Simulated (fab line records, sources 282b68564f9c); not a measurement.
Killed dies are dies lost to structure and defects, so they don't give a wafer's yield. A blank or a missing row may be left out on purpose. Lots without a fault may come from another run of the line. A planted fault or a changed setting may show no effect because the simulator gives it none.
A struck lot beside a sound one | flow rit_cmos | 43 steps out of a route of 202
Sound: wafers L181.1, L181.2, L181.3. Struck: wafer L188.2. (L188.3, L188.5 of the same lot were not struck and are left out.) The cause comes at the end.
At each step with rows: each side's tool, then ch and its chambers, then its first start. Under that, the readings that differ: sound wafers | struck wafers | difference of the means | sigmas: that difference in standard deviations of wafers without a fault.
alike: readings whose means differ by less than 2 such deviations, and words and numbers that are the same on both sides. not compared: withheld readings, readings that some wafer has no value for, bounds like >300 that may hide the same value, and numbers for which the record gives no deviation and whose values overlap.
The two part at a step that has a row with sigmas, a row that says differs or no value, or rows on one side only. Numbers that don't overlap but have no deviation are shown without sigmas and don't part them. A reading that every wafer of one side lacks parts them only if that side has two wafers or more.

first, 1 step without rows for these wafers: RIT_ACTIVE_OXIDATION_01 (target thk 46.8 nm, ox time 3317 s).
RIT_ACTIVE_THK_MEAS_02:
  sound on film_metro-02, day 1 22:03; struck on film_metro-01, day 3 10:30
  alike: ACTIVE_OXIDE_THK
then, 1 step without rows for these wafers: RIT_ACTIVE_CVD_03 (deposits Si3N4 from SiH2Cl2/NH3, target thk 150 nm, time 1500 s).
RIT_ACTIVE_THK_MEAS_04:
  sound on film_metro-04, day 1 23:32; struck on film_metro-01, day 3 11:59
  alike: ACTIVE_NITRIDE_THK
then, 6 steps without rows for these wafers: RIT_ACTIVE_HMDS_05 (prime time 60 s); RIT_ACTIVE_COAT_06 (resist thk 1000 nm); RIT_ACTIVE_SOFTBAKE_07 (time 60 s); RIT_ACTIVE_EXPOSE_08 (exposes mask M1, target cd 1400 nm); RIT_ACTIVE_PEB_09; RIT_ACTIVE_DEVELOP_10 (develop time 50 s).
RIT_ACTIVE_CD_MEAS_11: target cd 1400 nm.
  sound on cd_sem-02, day 2 00:26; struck on cd_sem-01, day 3 13:02
  alike: cd_nm
then, 1 step without rows for these wafers: RIT_ACTIVE_HARDBAKE_12 (time 60 s).
RIT_ACTIVE_ETCH_13: etches Si3N4 in SF6, stops on SiO2, time 210 s, target depth 210 nm.
  sound on rie_diel-03 ch 0,1,2, day 2 00:43; struck on rie_diel-04 ch 3, day 3 13:17
  reading                | sound          | struck | difference | sigmas
  throttle_valve_pct (%) | 7.51 7.66 7.52 | 7.31   | -0.25      | -2
  alike: drypump_motor_current_A, oes_product_au
  not compared: rf_hours_counter_h
RIT_ACTIVE_STRIP_14: strips in O2, time 180 s.
  sound on plasma_asher-02 ch 0,1, day 2 00:50; struck on plasma_asher-04 ch 1, day 3 13:25
  alike: drypump_motor_current_A
  not compared: rf_hours_counter_h
RIT_ACTIVE_CD_MEAS_90: target cd 1400 nm.
  sound on cd_sem-01, day 2 01:01; struck on cd_sem-02, day 3 13:36
  alike: cd_nm
then, 4 steps without rows for these wafers: RIT_ACTIVE_CLEAN_15 (cleans in SC1, time 600 s); RIT_ACTIVE_CLEAN_16 (cleans in dHF, time 30 s); RIT_ACTIVE_CLEAN_17 (cleans in SC2, time 600 s); RIT_FOX1_OXIDATION_00 (target thk 350.7 nm, ox time 1130 s).
RIT_FOX1_THK_MEAS_01:
  sound on film_metro-01, day 2 05:05; struck on film_metro-03, day 3 15:50
  alike: FOX1_OXIDE_THK
then, 2 steps without rows for these wafers: RIT_FOX1_WET_ETCH_02 (etches SiO2 in BOE, target depth 350 nm, time 390 s); RIT_FOX2_OXIDATION_00 (target thk 350.7 nm, ox time 1082 s).
RIT_FOX2_THK_MEAS_01:
  sound on film_metro-04, day 2 06:40; struck on film_metro-03, day 3 17:33
  alike: FOX2_OXIDE_THK
then, 2 steps without rows for these wafers: RIT_FOX2_CLEAN_02 (cleans in dHF, time 180 s); RIT_FOX2_WET_ETCH_03 (etches Si3N4 in H3PO4, target depth 195 nm, time 2700 s).
RIT_FOX2_THK_MEAS_90:
  sound on film_metro-02, day 2 09:59; struck on film_metro-02, day 3 18:26
  alike: FIELD_OXIDE_LEFT_1_THK
then, 6 steps without rows for these wafers: RIT_NWELL_HMDS_00 (prime time 60 s); RIT_NWELL_COAT_01 (resist thk 1300 nm); RIT_NWELL_SOFTBAKE_02 (time 60 s); RIT_NWELL_EXPOSE_03 (exposes mask M2, target cd 43900 nm); RIT_NWELL_PEB_04; RIT_NWELL_DEVELOP_05 (develop time 68 s).
RIT_NWELL_OVL_MEAS_06:
  sound on overlay-01, day 2 11:04; struck on overlay-01, day 3 19:29
  alike: NWELL_OVL
then, 2 steps without rows for these wafers: RIT_NWELL_HARDBAKE_07 (time 120 s); RIT_NWELL_IMPLANT_08.
RIT_NWELL_STRIP_09: strips in O2, time 180 s.
  sound on plasma_asher-03 ch 0,1, day 2 11:45; struck on plasma_asher-02 ch 0, day 3 19:55
  alike: drypump_motor_current_A
  not compared: rf_hours_counter_h
RIT_NWELL_TW_MEAS_10:
  sound on film_metro-04, day 2 11:55; struck on film_metro-01, day 3 20:06
  alike: NWELL_TW
then, 5 steps without rows for these wafers: RIT_PWELL_HMDS_00 (prime time 60 s); RIT_PWELL_COAT_01 (resist thk 1300 nm); RIT_PWELL_SOFTBAKE_02 (time 60 s); RIT_PWELL_EXPOSE_03 (exposes mask M3, target cd 43700 nm); RIT_PWELL_PEB_04.
RIT_M1_PROBE_99:
  sound on prober-01, day 4 04:59; struck on prober-02, day 5 11:41
  reading             | sound   | struck | difference | sigmas
  killed_at_front_end | 10 18 7 | 43     | +31        | +10
  killed_dies         | 10 19 7 | 43     | +31        | +10
  alike: killed_at_contacts, killed_open, killed_short

WHERE THEY PART
First at RIT_ACTIVE_ETCH_13; last, within this record, at RIT_M1_PROBE_99.

WHY: what the simulator had put in
Chamber particle source: rie_diel-04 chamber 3, from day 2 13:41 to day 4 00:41, at RIT_ACTIVE_ETCH_13. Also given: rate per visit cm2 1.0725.
